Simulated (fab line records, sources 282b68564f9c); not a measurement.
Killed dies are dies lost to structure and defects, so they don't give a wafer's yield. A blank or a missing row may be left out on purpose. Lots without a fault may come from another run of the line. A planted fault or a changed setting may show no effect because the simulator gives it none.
fab line records | flow rit_cmos
record lots=14 wafers=42 last_day=7
route steps=202 shown FOX2@27 PWELL@47 GATE@97 NSD@140
lots that met no fault: from a run of the same line without faults
start_h: hours from the record's first day to the start of the lot's first wafer shown | wait_h: hours since the lot's step before | " the same as in the row above | L1.1+2: a row that stands for several wafers | - no value, or no start given | * or withheld: withheld | < > ~ a bound
route shown NAME@n: a module of which the file shows steps, and the number in the route of the first | usual: mean/standard deviation of fault-free wafers | same: alike in all rows | chamber/n: place in a boat | sites: the reading at each site | _std_site: their standard deviation | _edge_site: outer sites' mean less inner sites' | radius_mm: how far each site lies from the wafer's centre | mask NAME#n: copy n | behind: the tool/chamber that last shaped the wafer | hold: why the lot was held/for how many hours/how that ended | device: the transistor (n, p or np) that didn't switch | end of line: the same wafers' tests at the end of the route | a step without rows: its recipe alone | killed: dies lost to structure and defects at the first sort, not the wafer's yield | map: a wafer's dies, x killed, . not, _ none there
set.NAME: the setting as run; set.NAME@STEP: as run at that earlier step | model.NAME: the simulator's own value behind a step, which no gauge read
steps of the route over a sample of lots; a table a step, a row a wafer
services: from which hour (start_h, from the record's first day; less than 0 if before it) a tool's chamber was out of use, for how many hours, and why
## steps
# step RIT_FOX2_THK_MEAS_90
# recipe reads=SiO2_of_FOX2_OXIDATION_00
# usual FIELD_OXIDE_LEFT_1_THK=319/6.5
# columns lot.wafer tool chamber start_h wait_h FIELD_OXIDE_LEFT_1_THK[nm]
L352.2 film_metro-03 - 27.26 0.0 320
L352.3 " - " " 317
L352.6 " - " " 319
L353.1 film_metro-02 - 31.34 0.0 321
L353.2 " - " " 330
L353.3 " - " " 329
L355.1 film_metro-01 - 39.30 0.0 323
L355.2 " - " " 323
L355.5 " - " " 322
L356.3 film_metro-03 - 44.38 0.0 316
L356.5 " - " " 316
L356.6 " - " " 311
L357.2 film_metro-03 - 52.76 0.0 319
L357.3 " - " " 313
L357.5 " - " " 320
L358.1 film_metro-02 - 55.81 0.0 331
L358.2 " - " " 330
L358.5 " - " " 330
L359.1 film_metro-03 - 63.55 0.0 322
L359.4 " - " " 323
L359.5 " - " " 330
L360.1 film_metro-01 - 65.48 0.0 318
L360.3 " - " " 318
L360.4 " - " " 318
L363.1 film_metro-01 - 84.42 0.0 315
L363.3 " - " " 315
L363.4 " - " " 318
L364.2 film_metro-03 - 84.43 0.0 324
L364.4 " - " " 322
L364.5 " - " " 333
L366.1 film_metro-01 - 97.51 0.0 314
L366.3 " - " " 310
L366.6 " - " " 315
L368.2 film_metro-01 - 109.83 0.0 318
L368.3 " - " " 321
L368.4 " - " " 326
L372.1 film_metro-03 - 124.63 0.0 309
L372.3 " - " " 312
L372.5 " - " " 313
L373.1 film_metro-03 - 129.41 0.0 319
L373.4 " - " " 316
L373.5 " - " " 319
# step RIT_PWELL_IMPLANT_08
# recipe species=B energy_kev=170 dose_cm2=7e+13 tilt_deg=7
# usual beam_energy_keV=170.00/0.052 dose_ions_cm2=7e+13/8.3e+10 faraday_current_uA=222/4.2
# columns lot.wafer tool chamber start_h wait_h beam_energy_keV dose_ions_cm2 faraday_current_uA
L352.2 implanter-04 0 30.17 0.2 170.05 6.992e+13 222
L352.3 " 0 " " 170.06 6.999e+13 229
L352.6 " 0 " " 169.98 6.999e+13 224
L353.1 implanter-03 0 34.28 0.2 169.95 7.012e+13 218
L353.2 " 0 " " 169.99 7.011e+13 222
L353.3 " 0 " " 170.03 7.017e+13 218
L355.1 implanter-04 0 42.21 0.2 170.00 7.003e+13 218
L355.2 " 0 " " 170.05 7.016e+13 226
L355.5 " 0 " " 170.08 7.01e+13 221
L356.3 implanter-01 0 47.19 0.2 170.05 6.994e+13 219
L356.5 " 0 " " 169.91 6.997e+13 225
L356.6 " 0 " " 169.95 7.004e+13 225
L357.2 implanter-01 0 55.77 0.2 169.97 6.991e+13 228
L357.3 " 0 " " 170.03 7.008e+13 216
L357.5 " 0 " " 170.02 7e+13 230
L358.1 implanter-01 0 58.71 0.2 169.93 6.993e+13 224
L358.2 " 0 " " 170.05 7.009e+13 222
L358.5 " 0 " " 170.03 7.006e+13 223
L359.1 implanter-03 0 66.67 0.2 170.06 7.003e+13 223
L359.4 " 0 " " 170.06 6.996e+13 213
L359.5 " 0 " " 170.04 7.006e+13 223
L360.1 implanter-04 0 68.42 0.2 170.03 7.005e+13 225
L360.3 " 0 " " 170.04 6.999e+13 222
L360.4 " 0 " " 170.00 6.994e+13 218
L363.1 implanter-03 0 87.28 0.2 169.96 6.989e+13 221
L363.3 " 0 " " 169.99 6.989e+13 220
L363.4 " 0 " " 169.95 6.988e+13 229
L364.2 implanter-04 0 87.42 0.2 170.00 9.123e+13 286
L364.4 " 0 " " 170.02 9.1e+13 286
L364.5 " 0 " " 170.01 9.125e+13 291
L366.1 implanter-04 0 100.48 0.2 170.03 9.101e+13 284
L366.3 " 0 " " 170.01 9.11e+13 292
L366.6 " 0 " " 169.92 9.091e+13 286
L368.2 implanter-01 0 112.96 0.2 169.94 6.993e+13 221
L368.3 " 0 " " 169.91 6.987e+13 224
L368.4 " 0 " " 169.87 6.991e+13 219
L372.1 implanter-01 0 127.72 0.2 170.05 6.993e+13 220
L372.3 " 0 " " 170.08 6.988e+13 222
L372.5 " 0 " " 170.08 6.986e+13 224
L373.1 implanter-01 0 132.19 0.2 170.05 6.997e+13 222
L373.4 " 0 " " 170.11 6.997e+13 216
L373.5 " 0 " " 170.00 7.004e+13 224
# step RIT_PWELL_TW_MEAS_10
# usual PWELL_TW=952/4.9
# columns lot.wafer tool chamber start_h wait_h PWELL_TW
L352.2 film_metro-01 - 30.48 0.1 956
L352.3 " - " " 959
L352.6 " - " " 958
L353.1 film_metro-04 - 34.60 0.1 955
L353.2 " - " " 954
L353.3 " - " " 955
L355.1 film_metro-02 - 42.53 0.1 947
L355.2 " - " " 955
L355.5 " - " " 949
L356.3 film_metro-01 - 47.48 0.1 955
L356.5 " - " " 960
L356.6 " - " " 953
L357.2 film_metro-01 - 56.08 0.1 956
L357.3 " - " " 958
L357.5 " - " " 954
L358.1 film_metro-01 - 59.03 0.1 952
L358.2 " - " " 949
L358.5 " - " " 952
L359.1 film_metro-04 - 67.00 0.1 944
L359.4 " - " " 948
L359.5 " - " " 944
L360.1 film_metro-02 - 68.75 0.1 960
L360.3 " - " " 953
L360.4 " - " " 948
L363.1 film_metro-04 - 87.60 0.1 954
L363.3 " - " " 950
L363.4 " - " " 951
L364.2 film_metro-01 - 87.73 0.1 1035
L364.4 " - " " 1037
L364.5 " - " " 1037
L366.1 film_metro-01 - 100.81 0.1 1036
L366.3 " - " " 1037
L366.6 " - " " 1038
L368.2 film_metro-02 - 113.27 0.1 949
L368.3 " - " " 950
L368.4 " - " " 947
L372.1 film_metro-02 - 128.05 0.1 945
L372.3 " - " " 942
L372.5 " - " " 947
L373.1 film_metro-02 - 132.51 0.1 946
L373.4 " - " " 946
L373.5 " - " " 948
# step RIT_WELLDRIVE_RS_MEAS_02
# recipe thk_meas_gauge=four-point-probe
# usual PWELL_RS=429.1/1.1
# columns lot.wafer tool chamber start_h wait_h PWELL_RS[ohm/sq]
L352.2 film_metro-04 - 35.76 0.1 429.4
L352.3 " - " " 431.4
L352.6 " - " " 429.7
L353.1 film_metro-04 - 39.87 0.1 429.7
L353.2 " - " " 427.2
L353.3 " - " " 429.1
L355.1 film_metro-04 - 47.79 0.1 429.6
L355.2 " - " " 429.5
L355.5 " - " " 429.6
L356.3 film_metro-02 - 53.13 0.1 428.0
L356.5 " - " " 428.7
L356.6 " - " " 428.8
L357.2 film_metro-02 - 61.35 0.1 428.6
L357.3 " - " " 428.0
L357.5 " - " " 428.3
L358.1 film_metro-02 - 64.30 0.1 431.8
L358.2 " - " " 430.1
L358.5 " - " " 430.4
L359.1 film_metro-01 - 72.26 0.1 427.6
L359.4 " - " " 426.2
L359.5 " - " " 429.0
L360.1 film_metro-04 - 75.19 0.1 429.0
L360.3 " - " " 428.9
L360.4 " - " " 429.8
L363.1 film_metro-01 - 92.87 0.1 429.3
L363.3 " - " " 429.7
L363.4 " - " " 429.7
L364.2 film_metro-01 - 93.88 0.1 364.5
L364.4 " - " " 363.9
L364.5 " - " " 364.6
L366.1 film_metro-01 - 106.07 0.1 363.5
L366.3 " - " " 364.9
L366.6 " - " " 364.5
L368.2 film_metro-02 - 118.55 0.1 427.4
L368.3 " - " " 428.3
L368.4 " - " " 426.6
L372.1 film_metro-01 - 134.29 0.1 428.9
L372.3 " - " " 428.0
L372.5 " - " " 429.1
L373.1 film_metro-01 - 138.85 0.1 428.4
L373.4 " - " " 430.7
L373.5 " - " " 428.0
# step RIT_GATE_CD_MEAS_90
# recipe target_cd_nm=150
# usual cd_nm=149.8/2.5
# columns lot.wafer tool chamber start_h wait_h cd_nm
L352.2 cd_sem-02 - 44.87 0.1 148.5
L352.3 " - " " 146.2
L352.6 " - " " 146.7
L353.1 cd_sem-02 - 48.44 0.1 147.9
L353.2 " - " " 146.9
L353.3 " - " " 147.0
L355.1 cd_sem-02 - 57.63 0.1 150.2
L355.2 " - " " 152.3
L355.5 " - " " 148.7
L356.3 cd_sem-02 - 61.79 0.1 151.1
L356.5 " - " " 149.9
L356.6 " - " " 151.5
L357.2 cd_sem-01 - 69.59 0.1 150.8
L357.3 " - " " 147.8
L357.5 " - " " 149.0
L358.1 cd_sem-01 - 77.50 0.1 149.9
L358.2 " - " " 150.8
L358.5 " - " " 151.0
L359.1 cd_sem-01 - 82.88 0.1 154.0
L359.4 " - " " 152.3
L359.5 " - " " 153.2
L360.1 cd_sem-01 - 85.44 0.1 154.4
L360.3 " - " " 153.4
L360.4 " - " " 151.4
L363.1 cd_sem-01 - 101.81 0.1 150.5
L363.3 " - " " 151.2
L363.4 " - " " 150.3
L364.2 cd_sem-02 - 102.81 0.1 146.3
L364.4 " - " " 147.9
L364.5 " - " " 147.6
L366.1 cd_sem-01 - 114.46 0.1 146.3
L366.3 " - " " 146.0
L366.6 " - " " 148.5
L368.2 cd_sem-01 - 127.43 0.1 153.2
L368.3 " - " " 151.9
L368.4 " - " " 152.6
L372.1 cd_sem-01 - 142.82 0.1 148.8
L372.3 " - " " 148.5
L372.5 " - " " 144.9
L373.1 cd_sem-01 - 147.89 0.1 149.6
L373.4 " - " " 149.2
L373.5 " - " " 151.8
# step RIT_NSD_STRIP_09
# recipe chemistry=O2 time_s=180 resist=NOVOLAK platen_temp_c=withheld power_w=500 pressure_mtorr=4000 o2_flow_sccm=4000
# usual drypump_motor_current_A=5.8/0.38 rf_refl_power_W=6.5/1
# columns lot.wafer tool chamber start_h wait_h drypump_motor_current_A rf_hours_counter_h rf_refl_power_W
L352.2 plasma_asher-03 1 54.60 0.1 5.6 31 6.9
L352.3 " 1 " " 5.6 - 6.7
L352.6 " 0 " " 5.7 - 5.6
L353.1 plasma_asher-02 1 59.15 0.1 5.8 46 7.9
L353.2 " 0 " " 6.5 46 6.5
L353.3 " 1 " " 5.8 - 7.9
L355.1 plasma_asher-02 1 68.64 0.1 5.8 48 7.4
L355.2 " 0 " " 6.5 48 6.5
L355.5 " 1 " " 5.8 - 7.6
L356.3 plasma_asher-02 0 71.71 0.1 6.6 - 6.4
L356.5 " 1 " " 5.8 - 7.5
L356.6 " 0 " " 6.5 - 6.3
L357.2 plasma_asher-03 0 80.57 0.1 5.7 33 5.6
L357.3 " 0 " " 5.7 - 5.7
L357.5 " 0 " " 5.7 - 5.6
L358.1 plasma_asher-04 0 87.53 0.1 5.6 26 4.8
L358.2 " 1 " " 5.4 26 7.7
L358.5 " 0 " " 5.6 - 4.9
L359.1 plasma_asher-03 1 92.55 0.1 5.6 35 6.8
L359.4 " 0 " " 5.7 - 5.7
L359.5 " 1 " " 5.6 - 6.9
L360.1 plasma_asher-04 0 95.17 0.1 5.6 27 4.9
L360.3 " 0 " " 5.6 - 4.9
L360.4 " 1 " " 5.4 - 7.3
L363.1 plasma_asher-04 1 115.10 0.1 5.4 29 7.5
L363.3 " 1 " " 5.4 - 7.4
L363.4 " 0 " " 5.6 - 5.0
L364.2 plasma_asher-04 1 116.54 0.1 5.4 29 7.1
L364.4 " 0 " " 5.6 - 4.9
L364.5 " 1 " " 5.4 - 7.2
L366.1 plasma_asher-04 1 124.55 0.1 5.4 30 7.3
L366.3 " 0 " " 5.6 - 4.9
L366.6 " 1 " " 5.4 - 7.2
L368.2 plasma_asher-02 0 137.42 0.1 6.5 2 6.6
L368.3 " 1 " " 5.8 - 8.0
L368.4 " 0 " " 6.5 - 6.8
L372.1 plasma_asher-02 0 152.85 0.1 6.6 4 6.4
L372.3 " 0 " " 6.5 - 6.5
L372.5 " 0 " " 6.6 - 6.6
L373.1 plasma_asher-02 1 157.95 0.1 5.8 5 7.5
L373.4 " 1 " " 5.8 - 7.4
L373.5 " 1 " " 5.8 - 7.8
## services
# columns tool chamber start_h hours kind
plasma_asher-04 - 28.62 1.2 repair
plasma_asher-04 - 53.58 5.2 repair
plasma_asher-03 - 56.99 10.5 repair
implanter-01 - 67.17 1.5 repair
plasma_asher-04 - 67.21 15.6 pm
implanter-01 - 70.49 13.5 repair
implanter-03 - 72.41 9.4 repair
plasma_asher-04 - 96.40 2.3 repair
implanter-04 - 103.32 1.2 repair
plasma_asher-02 - 108.75 9.0 pm
plasma_asher-02 0 108.75 9.0 vent_cycle
plasma_asher-02 1 108.75 9.0 vent_cycle
plasma_asher-02 0 117.75 - clean
plasma_asher-02 1 117.75 - clean
implanter-03 - 146.57 4.5 pm
## key
first_sign step=RIT_PWELL_IMPLANT_08 reading=dose_ions_cm2 direction=up sigmas=99+ usual=7e+13 struck=9.108e+13
effect step=RIT_PWELL_IMPLANT_08 reading=faraday_current_uA direction=up sigmas=16 usual=222 struck=287
effect step=RIT_PWELL_TW_MEAS_10 reading=PWELL_TW direction=up sigmas=17 usual=952 struck=1037
effect step=RIT_WELLDRIVE_RS_MEAS_02 reading=PWELL_RS direction=down sigmas=58 usual=429.1 struck=364.3
met_at RIT_PWELL_IMPLANT_08
struck_lots L364,L366
tester_left_out L364,L366
not_acting_at RIT_FOX2_THK_MEAS_90,RIT_GATE_CD_MEAS_90,RIT_NSD_STRIP_09
onset_between 68.42 87.42
fault kind=process_parameter_drift tool=implanter-04 chamber=- onset_h=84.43 steps=RIT_PWELL_IMPLANT_08 channel=dose_cm2 offset=2.1e+13 shape=step end_h=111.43 acts_in=these_recipes_only stated=7e+13
# tester_left_out: of these lots the tester's yield and bins aren't shown, on N5 and GAA mostly nor the transistor test; their killed dies are dies lost to structure and defects alone, not to doping, threshold or leakage, so they don't give the yield
